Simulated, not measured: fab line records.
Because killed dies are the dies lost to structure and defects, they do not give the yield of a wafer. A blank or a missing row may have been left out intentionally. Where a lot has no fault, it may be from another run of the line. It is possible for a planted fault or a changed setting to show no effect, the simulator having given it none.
fab line records    flow rit-cmos    part 1 of 2: steps 1 to 33 of 47
[record] lots = 5  wafers = 15  last-day = 8
route steps=202 shown ACTIVE@2 FOX1@20 FOX2@23 NWELL@28 PWELL@39
lots untouched by any fault: they come from a run of this same line in which no faults occurred
start-h: start of the lot's first displayed wafer, in hours after the record's first day    wait-h: time in hours since the lot's previous step    " same as the row above    L1.1+2: a row that stands for several wafers    - no value, or no start was given    * or withheld: withheld    < > ~ a bound
route shown NAME@n: a module of which the file shows steps, and the number in the route of the first    usual: mean and standard deviation over wafers with no fault    same: alike in all rows    chamber/n: place in a boat    sites: each site's reading    _std_site: how widely they spread, as a standard deviation    _edge_site: outer sites' mean less inner sites'    radius-mm: how far each site lies from the wafer's centre    mask NAME#n: copy n    behind: the last tool/chamber to shape the wafer    hold: why the lot went on hold/how many hours it stayed there/how the hold came to an end    device: the transistor (n, p or np) that didn't switch    end of line: tests of these same wafers at the route's end    step lacking rows: just its recipe    killed: the dies lost at the first sort to structure and to defects; this is not the yield of the wafer    map: the dies of a wafer, with x for killed, . for not killed, _ for no die there
set.NAME: the run value of the setting; set.NAME@STEP: its run value at that earlier step    model.NAME: the simulator's own value behind a step, which no gauge read
lots seen at some steps along the route; tables by step, rows by wafer
services: the hour from which a tool's chamber was out of use, counted from the record's first day as start-h (under 0 if before that day), plus the number of hours and why
[[steps]]
[step RIT_ACTIVE_OXIDATION_01]
[recipe] temp-c = 1000  ambient = O2  target-thk-a = 468  ox-time-s = 3360
lot.wafer   tool        chamber  start-h  wait-h
L077.2+4+6  furnace-01  0        26.05    1.0
L078.1+4+5  furnace-04  0        32.43    2.4
L090.1+3+4  furnace-01  0        92.86    2.8
L091.2+4+5  furnace-04  0        96.92    1.9
L095.2+4+5  furnace-04  0        123.75   8.7
[step RIT_ACTIVE_THK_MEAS_02]
[recipe] reads = SiO2_of_ACTIVE_OXIDATION_01
[usual] ACTIVE_OXIDE_THK = 47.3/0.79
lot.wafer  tool           chamber  start-h  wait-h  ACTIVE_OXIDE_THK[nm]
L077.2     film-metro-04  -        27.99    0.0     47.9
L077.4     "              -        "        "       48.0
L077.6     "              -        "        "       48.1
L078.1     film-metro-04  -        34.37    0.0     47.1
L078.4     "              -        "        "       46.6
L078.5     "              -        "        "       46.3
L090.1     film-metro-01  -        94.80    0.0     48.1
L090.3     "              -        "        "       46.8
L090.4     "              -        "        "       47.7
L091.2     film-metro-04  -        98.86    0.0     46.2
L091.4     "              -        "        "       46.4
L091.5     "              -        "        "       46.6
L095.2     film-metro-02  -        125.69   0.0     46.5
L095.4     "              -        "        "       46.6
L095.5     "              -        "        "       46.3
[step RIT_ACTIVE_CVD_03]
[recipe] material = Si3N4  target-thk-nm = 150  temp-c = 810  precursor = SiH2Cl2/NH3  time-s = 1500  pressure-mtorr = 300  sih2cl2-flow-sccm = 60  nh3-flow-sccm = 150
lot.wafer   tool      chamber  start-h  wait-h
L077.2+4+6  lpcvd-02  1        28.04    0.0
L078.1+4+5  lpcvd-02  1        34.43    0.1
L090.1+3+4  lpcvd-01  1        94.86    0.1
L091.2+4+5  lpcvd-01  0        98.91    0.0
L095.2+4+5  lpcvd-01  0        125.74   0.0
[step RIT_ACTIVE_THK_MEAS_04]
[recipe] reads = Si3N4_of_ACTIVE_CVD_03
[usual] ACTIVE_NITRIDE_THK = 149.7/1.2
lot.wafer  tool           chamber  start-h  wait-h  ACTIVE_NITRIDE_THK[nm]
L077.2     film-metro-02  -        30.18    0.0     149.7
L077.4     "              -        "        "       148.9
L077.6     "              -        "        "       149.7
L078.1     film-metro-04  -        35.84    0.0     149.7
L078.4     "              -        "        "       150.7
L078.5     "              -        "        "       151.2
L090.1     film-metro-04  -        96.27    0.0     148.2
L090.3     "              -        "        "       148.6
L090.4     "              -        "        "       148.8
L091.2     film-metro-04  -        101.05   0.0     150.8
L091.4     "              -        "        "       149.1
L091.5     "              -        "        "       150.3
L095.2     film-metro-01  -        127.88   0.0     148.8
L095.4     "              -        "        "       149.3
L095.5     "              -        "        "       150.1
[step RIT_ACTIVE_HMDS_05]
[recipe] prime-time-s = 57.66  prime-temp-c = 140
[same] prime-time-s = 57.66
lot.wafer   tool            chamber  start-h  wait-h
L077.2+4+6  litho-track-04  0        30.25    0.1
L078.1+4+5  litho-track-04  0        35.90    0.1
L090.1+3+4  litho-track-03  0        96.33    0.1
L091.2+4+5  litho-track-04  0        101.12   0.1
L095.2+4+5  litho-track-03  0        127.95   0.1
[step RIT_ACTIVE_COAT_06]
[recipe] resist = NOVOLAK  spin-rpm = 3250  resist-thk-nm = 1000
lot.wafer   tool            chamber  start-h  wait-h
L077.2+4+6  litho-track-04  0        30.40    0.1
L078.1+4+5  litho-track-04  0        36.05    0.1
L090.1+3+4  litho-track-03  0        96.48    0.1
L091.2+4+5  litho-track-04  0        101.27   0.1
L095.2+4+5  litho-track-03  0        128.10   0.1
[step RIT_ACTIVE_SOFTBAKE_07]
[recipe] resist = NOVOLAK  temp-c = 90  time-s = 60
lot.wafer   tool            chamber  start-h  wait-h
L077.2+4+6  litho-track-04  0        30.55    0.1
L078.1+4+5  litho-track-04  0        36.20    0.1
L090.1+3+4  litho-track-03  0        96.63    0.1
L091.2+4+5  litho-track-04  0        101.42   0.1
L095.2+4+5  litho-track-03  0        128.25   0.1
[step RIT_ACTIVE_EXPOSE_08]
[recipe] mask-id = M1  na = 0.6  source-shape = conventional  sigma-outer = 0.6  target-cd-nm = 1400  dose-mj = 225
[usual] exposure-dose-mJ-cm2 = 224.92/0.23
lot.wafer  tool              chamber  start-h  wait-h  mask  exposure-dose-mJ-cm2
L077.2     iline-stepper-01  0        30.82    0.2     M1#0  225.10
L077.4     "                 0        "        "       M1#0  225.03
L077.6     "                 0        "        "       M1#0  225.17
L078.1     iline-stepper-01  0        36.35    0.1     M1#0  224.76
L078.4     "                 0        "        "       M1#0  225.14
L078.5     "                 0        "        "       M1#0  224.65
L090.1     iline-stepper-02  0        96.78    0.1     M1#0  224.77
L090.3     "                 0        "        "       M1#0  225.02
L090.4     "                 0        "        "       M1#0  225.17
L091.2     iline-stepper-01  0        101.69   0.2     M1#0  225.31
L091.4     "                 0        "        "       M1#0  225.16
L091.5     "                 0        "        "       M1#0  224.86
L095.2     iline-stepper-01  0        128.40   0.1     M1#0  224.91
L095.4     "                 0        "        "       M1#0  225.35
L095.5     "                 0        "        "       M1#0  225.13
[step RIT_ACTIVE_PEB_09]
[recipe] resist = NOVOLAK  temp-c = withheld  time-s = withheld
lot.wafer   tool            chamber  start-h  wait-h
L077.2+4+6  litho-track-03  0        30.95    0.1
L078.1+4+5  litho-track-03  0        36.64    0.3
L090.1+3+4  litho-track-01  0        96.90    0.1
L091.2+4+5  litho-track-04  0        101.81   0.1
L095.2+4+5  litho-track-04  0        128.52   0.1
[step RIT_ACTIVE_DEVELOP_10]
[recipe] resist = NOVOLAK  develop-time-s = 50  dev-temp-c = 23
lot.wafer   tool            chamber  start-h  wait-h
L077.2+4+6  litho-track-03  0        -        -
L078.1+4+5  litho-track-03  0        -        -
L090.1+3+4  litho-track-01  0        -        -
L091.2+4+5  litho-track-04  0        -        -
L095.2+4+5  litho-track-04  0        -        -
[step RIT_ACTIVE_CD_MEAS_11]
[recipe] target-cd-nm = 1400
[usual] cd-nm = 1400.5/2.6
lot.wafer  tool       chamber  start-h  wait-h  cd-nm
L077.2     cd-sem-01  -        31.22    -       1402.3
L077.4     "          -        "        "       1400.2
L077.6     "          -        "        "       1399.4
L078.1     cd-sem-01  -        36.92    -       1397.2
L078.4     "          -        "        "       1396.6
L078.5     "          -        "        "       1397.9
L090.1     cd-sem-01  -        97.18    -       1400.3
L090.3     "          -        "        "       1400.0
L090.4     "          -        "        "       1398.2
L091.2     cd-sem-02  -        102.09   -       1404.1
L091.4     "          -        "        "       1405.0
L091.5     "          -        "        "       1402.4
L095.2     cd-sem-02  -        128.80   -       1403.9
L095.4     "          -        "        "       1403.5
L095.5     "          -        "        "       1404.2
[step RIT_ACTIVE_HARDBAKE_12]
[recipe] resist = NOVOLAK  temp-c = 140  time-s = 60
lot.wafer   tool            chamber  start-h  wait-h
L077.2+4+6  litho-track-01  0        31.39    0.1
L078.1+4+5  litho-track-03  0        37.04    0.1
L090.1+3+4  litho-track-04  0        97.30    0.1
L091.2+4+5  litho-track-03  0        102.22   0.1
L095.2+4+5  litho-track-04  0        128.92   0.1
[step RIT_ACTIVE_ETCH_13]
[recipe] stop-on = SiO2  chemistry = SF6  target = Si3N4  time-s = 210  over-etch-frac = 0.4  SF6_flow_sccm = 200  pressure-mtorr = 260  rf-w = 125  target-depth-a = 2100
[usual] drypump-motor-current-A = 5.7/0.38  oes-product-au = 0.829/0.011  throttle-valve-pct = 7.48/0.12
lot.wafer  tool         chamber  start-h  wait-h  drypump-motor-current-A  oes-product-au  rf-hours-counter-h  throttle-valve-pct
L077.2     rie-diel-04  0        31.52    0.1     5.6                      0.841           8                   7.62
L077.4     "            2        "        "       5.2                      0.826           154                 7.63
L077.6     "            3        "        "       5.9                      0.833           -                   7.63
L078.1     rie-diel-01  3        37.19    0.1     5.8                      0.814           132                 7.51
L078.4     "            2        "        "       6.7                      0.827           43                  7.30
L078.5     "            2        "        "       6.7                      0.828           -                   7.31
L090.1     rie-diel-02  0        97.45    0.1     5.5                      0.816           161                 7.58
L090.3     "            1        "        "       5.6                      0.825           118                 7.49
L090.4     "            3        "        "       6.0                      0.841           8                   7.48
L091.2     rie-diel-01  2        102.34   0.1     6.7                      0.830           44                  7.30
L091.4     "            0        "        "       5.4                      0.849           110                 7.41
L091.5     "            1        "        "       5.6                      0.818           -                   7.33
L095.2     rie-diel-02  2        129.05   0.1     5.9                      0.808           52                  7.32
L095.4     "            1        "        "       5.6                      0.818           119                 7.50
L095.5     "            2        "        "       5.9                      0.810           -                   7.31
[step RIT_ACTIVE_STRIP_14]
[recipe] chemistry = O2  time-s = 180  resist = NOVOLAK  platen-temp-c = withheld  power-w = 500  pressure-mtorr = 4000  o2-flow-sccm = 4000
[usual] drypump-motor-current-A = 5.6/0.37
lot.wafer  tool             chamber  start-h  wait-h  drypump-motor-current-A  rf-hours-counter-h
L077.2     plasma-asher-01  0        31.65    0.1     5.1                      24
L077.4     "                0        "        "       5.1                      -
L077.6     "                1        "        "       5.7                      -
L078.1     plasma-asher-03  0        37.32    0.1     6.2                      34
L078.4     "                1        "        "       5.5                      -
L078.5     "                0        "        "       6.3                      -
L090.1     plasma-asher-01  1        97.59    0.1     5.7                      32
L090.3     "                1        "        "       5.7                      -
L090.4     "                0        "        "       5.1                      -
L091.2     plasma-asher-01  1        102.47   0.1     5.8                      32
L091.4     "                0        "        "       5.1                      -
L091.5     "                0        "        "       5.1                      -
L095.2     plasma-asher-03  0        129.18   0.1     6.3                      44
L095.4     "                1        "        "       5.5                      -
L095.5     "                1        "        "       5.5                      -
[step RIT_ACTIVE_CD_MEAS_90]
[recipe] target-cd-nm = 1400
[usual] cd-nm = 1400.5/2.5
lot.wafer  tool       chamber  start-h  wait-h  cd-nm
L077.2     cd-sem-02  -        31.85    0.1     1402.2
L077.4     "          -        "        "       1399.9
L077.6     "          -        "        "       1399.3
L078.1     cd-sem-01  -        37.50    0.1     1397.7
L078.4     "          -        "        "       1396.9
L078.5     "          -        "        "       1397.7
L090.1     cd-sem-01  -        97.76    0.1     1400.2
L090.3     "          -        "        "       1399.9
L090.4     "          -        "        "       1398.9
L091.2     cd-sem-01  -        102.67   0.1     1403.7
L091.4     "          -        "        "       1405.0
L091.5     "          -        "        "       1402.1
L095.2     cd-sem-02  -        129.37   0.1     1404.2
L095.4     "          -        "        "       1403.0
L095.5     "          -        "        "       1404.2
[step RIT_ACTIVE_CLEAN_15]
[recipe] chemistry = SC1  mix = 3:3:50  time-s = 600  temp-c = 75
[usual] bath-guard-temp-C = 74.9/0.63  temp-c = 74.99/0.13
lot.wafer  tool          chamber  start-h  wait-h  bath-guard-temp-C  temp-c
L077.2     wet-bench-01  2        31.95    0.1     75.1               75.15
L077.4     "             2        "        "       75.2               75.09
L077.6     "             2        "        "       75.6               74.90
L078.1     wet-bench-04  3        37.62    0.1     74.5               75.09
L078.4     "             3        "        "       74.5               74.97
L078.5     "             3        "        "       74.3               75.19
L090.1     wet-bench-04  3        97.88    0.1     74.2               74.94
L090.3     "             3        "        "       74.5               74.92
L090.4     "             3        "        "       74.4               75.04
L091.2     wet-bench-01  2        102.77   0.1     75.5               74.92
L091.4     "             2        "        "       75.3               74.92
L091.5     "             2        "        "       74.8               74.90
L095.2     wet-bench-02  1        129.47   0.1     75.0               75.10
L095.4     "             1        "        "       75.1               75.23
L095.5     "             1        "        "       75.2               75.09
[step RIT_ACTIVE_CLEAN_16]
[recipe] chemistry = dHF  dilution = 50:1  time-s = 30
lot.wafer   tool          chamber  start-h  wait-h
L077.2+4+6  wet-bench-04  1        32.12    0.0
L078.1+4+5  wet-bench-01  0        37.79    0.0
L090.1+3+4  wet-bench-01  0        98.06    0.0
L091.2+4+5  wet-bench-02  1        102.94   0.0
L095.2+4+5  wet-bench-01  1        129.65   0.0
[step RIT_ACTIVE_CLEAN_17]
[recipe] chemistry = SC2  mix = 3:3:50  time-s = 600  temp-c = 75  dry = n2-spin
[usual] bath-guard-temp-C = 75.0/0.53  temp-c = 75.02/0.11
lot.wafer  tool          chamber  start-h  wait-h  bath-guard-temp-C  temp-c
L077.2     wet-bench-01  0        32.14    0.0     75.3               74.85
L077.4     "             0        "        "       75.3               75.04
L077.6     "             0        "        "       75.5               75.11
L078.1     wet-bench-02  0        37.81    0.0     74.4               74.99
L078.4     "             0        "        "       75.0               75.02
L078.5     "             0        "        "       74.6               75.11
L090.1     wet-bench-02  1        98.09    0.0     75.1               75.17
L090.3     "             1        "        "       75.2               75.12
L090.4     "             1        "        "       74.9               74.94
L091.2     wet-bench-04  0        102.96   0.0     75.1               74.98
L091.4     "             0        "        "       75.0               74.82
L091.5     "             0        "        "       75.1               75.02
L095.2     wet-bench-02  1        129.67   0.0     75.0               74.95
L095.4     "             1        "        "       75.0               75.14
L095.5     "             1        "        "       75.0               75.03
[step RIT_FOX1_OXIDATION_00]
[recipe] temp-c = 1100  ambient = H2O  target-thk-a = 3507  p-h2o-torr = 720  ox-time-s = 1130
lot.wafer   tool        chamber  start-h  wait-h
L077.2+4+6  furnace-03  0        32.46    0.1
L078.1+4+5  furnace-03  0        38.86    0.9
L090.1+3+4  furnace-04  0        100.18   1.9
L091.2+4+5  furnace-04  0        103.14   0.0
L095.2+4+5  furnace-04  0        131.35   1.5
[step RIT_FOX1_THK_MEAS_01]
[recipe] reads = SiO2_of_FOX1_OXIDATION_00
[usual] FOX1_OXIDE_THK = 352/5.3
lot.wafer  tool           chamber  start-h  wait-h  FOX1_OXIDE_THK[nm]
L077.2     film-metro-01  -        33.79    0.0     356
L077.4     "              -        "        "       359
L077.6     "              -        "        "       353
L078.1     film-metro-03  -        40.17    0.0     350
L078.4     "              -        "        "       349
L078.5     "              -        "        "       354
L090.1     film-metro-01  -        101.49   0.0     349
L090.3     "              -        "        "       351
L090.4     "              -        "        "       351
L091.2     film-metro-03  -        104.46   0.0     349
L091.4     "              -        "        "       343
L091.5     "              -        "        "       348
L095.2     film-metro-03  -        132.67   0.0     344
L095.4     "              -        "        "       346
L095.5     "              -        "        "       342
[step RIT_FOX1_WET_ETCH_02]
[recipe] chemistry = BOE  target-depth-nm = 350  time-s = 390  temp-c = 21.5  dry = n2-spin  dilution = 10:1  target = SiO2
[usual] temp-c = 21.51/0.11
lot.wafer  tool          chamber  start-h  wait-h  temp-c
L077.2     wet-bench-03  2        33.84    0.0     21.43
L077.4     "             2        "        "       21.35
L077.6     "             2        "        "       21.45
L078.1     wet-bench-03  1        40.23    0.1     21.43
L078.4     "             1        "        "       21.33
L078.5     "             1        "        "       21.40
L090.1     wet-bench-01  3        101.55   0.1     21.49
L090.3     "             3        "        "       21.51
L090.4     "             3        "        "       21.37
L091.2     wet-bench-04  3        104.51   0.0     21.43
L091.4     "             3        "        "       21.66
L091.5     "             3        "        "       21.52
L095.2     wet-bench-01  3        132.72   0.0     21.57
L095.4     "             3        "        "       21.55
L095.5     "             3        "        "       21.45
[step RIT_FOX2_OXIDATION_00]
[recipe] temp-c = 1100  ambient = H2O  target-thk-a = 3507  p-h2o-torr = 720  ox-time-s = 1130
lot.wafer   tool        chamber  start-h  wait-h
L077.2+4+6  furnace-04  0        34.37    0.4
L078.1+4+5  furnace-01  0        42.61    2.3
L090.1+3+4  furnace-04  0        101.67   0.0
L091.2+4+5  furnace-04  0        104.63   0.0
L095.2+4+5  furnace-01  0        132.84   0.0
[step RIT_FOX2_THK_MEAS_01]
[recipe] reads = SiO2_of_FOX2_OXIDATION_00
[usual] FOX2_OXIDE_THK = 352/7.5
lot.wafer  tool           chamber  start-h  wait-h  FOX2_OXIDE_THK[nm]
L077.2     film-metro-02  -        35.69    0.0     351
L077.4     "              -        "        "       354
L077.6     "              -        "        "       350
L078.1     film-metro-04  -        43.93    0.0     357
L078.4     "              -        "        "       362
L078.5     "              -        "        "       353
L090.1     film-metro-03  -        102.98   0.0     341
L090.3     "              -        "        "       341
L090.4     "              -        "        "       336
L091.2     film-metro-03  -        105.95   0.0     345
L091.4     "              -        "        "       346
L091.5     "              -        "        "       349
L095.2     film-metro-03  -        134.16   0.0     360
L095.4     "              -        "        "       359
L095.5     "              -        "        "       362
[step RIT_FOX2_CLEAN_02]
[recipe] chemistry = dHF  dilution = 50:1  time-s = 180
lot.wafer   tool          chamber  start-h  wait-h
L077.2+4+6  wet-bench-03  0        35.74    0.0
L078.1+4+5  wet-bench-02  1        43.99    0.1
L090.1+3+4  wet-bench-02  3        103.04   0.1
L091.2+4+5  wet-bench-03  1        106.00   0.0
L095.2+4+5  wet-bench-04  2        134.21   0.0
[step RIT_FOX2_WET_ETCH_03]
[recipe] chemistry = H3PO4  target = Si3N4  target-depth-nm = 195  temp-c = 165  time-s = 2652
[usual] bath-guard-temp-C = 164.9/0.72  temp-c = 165.00/0.13
lot.wafer  tool          chamber  start-h  wait-h  bath-guard-temp-C  temp-c
L077.2     wet-bench-04  0        35.80    0.0     165.4              165.12
L077.4     "             0        "        "       165.0              164.77
L077.6     "             0        "        "       165.0              164.91
L078.1     wet-bench-03  1        44.04    0.0     164.2              164.97
L078.4     "             1        "        "       164.4              165.08
L078.5     "             1        "        "       164.1              165.16
L090.1     wet-bench-03  0        103.10   0.0     164.8              164.83
L090.3     "             0        "        "       165.0              165.02
L090.4     "             0        "        "       164.6              164.99
L091.2     wet-bench-03  3        106.06   0.0     164.8              164.95
L091.4     "             3        "        "       165.2              164.92
L091.5     "             3        "        "       164.6              165.22
L095.2     wet-bench-02  3        134.27   0.0     166.1              165.14
L095.4     "             3        "        "       166.1              165.11
L095.5     "             3        "        "       166.0              165.09
[step RIT_FOX2_THK_MEAS_90]
[recipe] reads = SiO2_of_FOX2_OXIDATION_00
[usual] FIELD_OXIDE_LEFT_1_THK = 325/7.5
lot.wafer  tool           chamber  start-h  wait-h  FIELD_OXIDE_LEFT_1_THK[nm]
L077.2     film-metro-04  -        36.57    0.0     324
L077.4     "              -        "        "       327
L077.6     "              -        "        "       323
L078.1     film-metro-04  -        44.80    0.0     331
L078.4     "              -        "        "       335
L078.5     "              -        "        "       327
L090.1     film-metro-02  -        103.86   0.0     314
L090.3     "              -        "        "       313
L090.4     "              -        "        "       309
L091.2     film-metro-03  -        106.83   0.0     318
L091.4     "              -        "        "       319
L091.5     "              -        "        "       321
L095.2     film-metro-03  -        135.04   0.0     333
L095.4     "              -        "        "       332
L095.5     "              -        "        "       335
[step RIT_NWELL_HMDS_00]
[recipe] prime-time-s = 60  prime-temp-c = 140
[same] prime-time-s = 60
lot.wafer   tool            chamber  start-h  wait-h
L077.2+4+6  litho-track-02  0        36.67    0.1
L078.1+4+5  litho-track-02  0        44.86    0.1
L090.1+3+4  litho-track-03  0        104.06   0.2
L091.2+4+5  litho-track-02  0        106.90   0.1
L095.2+4+5  litho-track-02  0        135.11   0.1
[step RIT_NWELL_COAT_01]
[recipe] resist = NOVOLAK  spin-rpm = 2000  resist-thk-nm = 1300
lot.wafer   tool            chamber  start-h  wait-h
L077.2+4+6  litho-track-02  0        36.82    0.1
L078.1+4+5  litho-track-02  0        45.01    0.1
L090.1+3+4  litho-track-03  0        104.21   0.1
L091.2+4+5  litho-track-02  0        107.05   0.1
L095.2+4+5  litho-track-02  0        135.26   0.1
[step RIT_NWELL_SOFTBAKE_02]
[recipe] resist = NOVOLAK  temp-c = 90  time-s = 60
lot.wafer   tool            chamber  start-h  wait-h
L077.2+4+6  litho-track-02  0        36.97    0.1
L078.1+4+5  litho-track-02  0        45.16    0.1
L090.1+3+4  litho-track-03  0        104.36   0.1
L091.2+4+5  litho-track-02  0        107.20   0.1
L095.2+4+5  litho-track-02  0        135.41   0.1
[step RIT_NWELL_EXPOSE_03]
[recipe] mask-id = M2  na = 0.57  target-cd-nm = 43900  dose-mj = 250
[usual] exposure-dose-mJ-cm2 = 250.00/0.27
lot.wafer  tool              chamber  start-h  wait-h  mask  exposure-dose-mJ-cm2
L077.2     iline-stepper-02  0        37.12    0.1     M2#0  249.73
L077.4     "                 0        "        "       M2#0  249.90
L077.6     "                 0        "        "       M2#0  250.09
L078.1     iline-stepper-02  0        45.31    0.1     M2#0  250.06
L078.4     "                 0        "        "       M2#0  250.15
L078.5     "                 0        "        "       M2#0  250.19
L090.1     iline-stepper-01  0        104.89   0.5     M2#0  249.84
L090.3     "                 0        "        "       M2#0  250.03
L090.4     "                 0        "        "       M2#0  250.10
L091.2     iline-stepper-01  0        107.35   0.1     M2#0  249.92
L091.4     "                 0        "        "       M2#0  249.87
L091.5     "                 0        "        "       M2#0  250.02
L095.2     iline-stepper-01  0        135.56   0.1     M2#0  250.23
L095.4     "                 0        "        "       M2#0  250.11
L095.5     "                 0        "        "       M2#0  249.91
[step RIT_NWELL_PEB_04]
[recipe] resist = NOVOLAK  temp-c = withheld  time-s = withheld
lot.wafer   tool            chamber  start-h  wait-h
L077.2+4+6  litho-track-03  0        37.24    0.1
L078.1+4+5  litho-track-03  0        45.43    0.1
L090.1+3+4  litho-track-03  0        105.01   0.1
L091.2+4+5  litho-track-02  0        107.47   0.1
L095.2+4+5  litho-track-02  0        135.68   0.1
[step RIT_NWELL_DEVELOP_05]
[recipe] resist = NOVOLAK  develop-time-s = 68  dev-temp-c = 23
lot.wafer   tool            chamber  start-h  wait-h
L077.2+4+6  litho-track-03  0        -        -
L078.1+4+5  litho-track-03  0        -        -
L090.1+3+4  litho-track-03  0        -        -
L091.2+4+5  litho-track-02  0        -        -
L095.2+4+5  litho-track-02  0        -        -
[step RIT_NWELL_OVL_MEAS_06]
[usual] NWELL_OVL = 1.2/1.3
lot.wafer  tool        chamber  start-h  wait-h  NWELL_OVL[nm]
L077.2     overlay-01  -        37.53    -       0.4
L077.4     "           -        "        "       0.3
L077.6     "           -        "        "       1.8
L078.1     overlay-02  -        45.74    -       2.9
L078.4     "           -        "        "       4.2
L078.5     "           -        "        "       4.0
L090.1     overlay-02  -        105.32   -       1.7
L090.3     "           -        "        "       -0.1
L090.4     "           -        "        "       -1.3
L091.2     overlay-01  -        107.76   -       0.7
L091.4     "           -        "        "       1.5
L091.5     "           -        "        "       1.8
L095.2     overlay-01  -        135.98   -       2.2
L095.4     "           -        "        "       1.8
L095.5     "           -        "        "       2.4
